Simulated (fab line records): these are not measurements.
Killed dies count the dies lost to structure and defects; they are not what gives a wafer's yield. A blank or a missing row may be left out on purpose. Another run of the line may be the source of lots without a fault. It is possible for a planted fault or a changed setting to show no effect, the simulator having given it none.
The tool behind it: which one?    flow berkeley_cmos170    7 lots with 21 wafers sampled at 2 steps, on a route of 331 steps

== WHAT THE GAUGES SHOWED, per wafer ==
UCB170_V1_THK_MEAS_01.
lot   measured      on             V1_TEOS_THK (nm)
L466  day 8 23:20   film_metro-03  2068 2057 2078
L465  day 8 23:19   film_metro-01  1986 1976 2038
L470  day 9 18:13   film_metro-03  2007 2039 2053
L475  day 10 16:22  film_metro-03  1985 1971 1986
L481  day 12 01:36  film_metro-04  1962 2012 2005
L484  day 13 06:07  film_metro-03  1979 1957 1967
L486  day 13 06:16  film_metro-03  1994 2039 2029

== WHICH TOOL RAN EACH LOT (tool, then ch and the chambers of the sampled wafers, then the start) ==
lot   UCB170_CONTACT_ETCH_18
L466  rie_diel-02 ch 0,1,3, day 8 23:20 or earlier
L465  rie_diel-02 ch 1,3, day 8 23:19 or earlier
L470  rie_diel-02 ch 1,2, day 9 18:13 or earlier
L475  rie_diel-03 ch 0,2,3, day 10 16:22 or earlier
L481  rie_diel-04 ch 1,2, day 12 01:36 or earlier
L484  rie_diel-02 ch 0,2,3, day 13 06:07 or earlier
L486  rie_diel-03 ch 0,1,2, day 13 06:16 or earlier
- UCB170_CONTACT_ETCH_18: etches PSG in CHF3/CF4/Ar, stops on TiSi2, target depth 840 nm, time 195 s.

== THE ANSWER, worked out from the rows above alone ==
Rule: the usual values come from the lots themselves. The widest of any qualifying gaps counts: lots, ordered by their means at a reading, are off when they make up no more than a third of the lots, leave a main group of 4 or more, and stand apart from it by 3 or more times the standard deviation of that group's means. The tables above print the reading to a certain number of digits; a main group whose means all agree to those digits is not used. A lot without any number at a reading at which 4 lots or more have one is off too. Any other lot the step has rows for is counted as sound.
Across all readings shown, no lot is off: no conclusion can be drawn from this.

== WHAT HAD BEEN PUT IN BY THE SIMULATOR ==
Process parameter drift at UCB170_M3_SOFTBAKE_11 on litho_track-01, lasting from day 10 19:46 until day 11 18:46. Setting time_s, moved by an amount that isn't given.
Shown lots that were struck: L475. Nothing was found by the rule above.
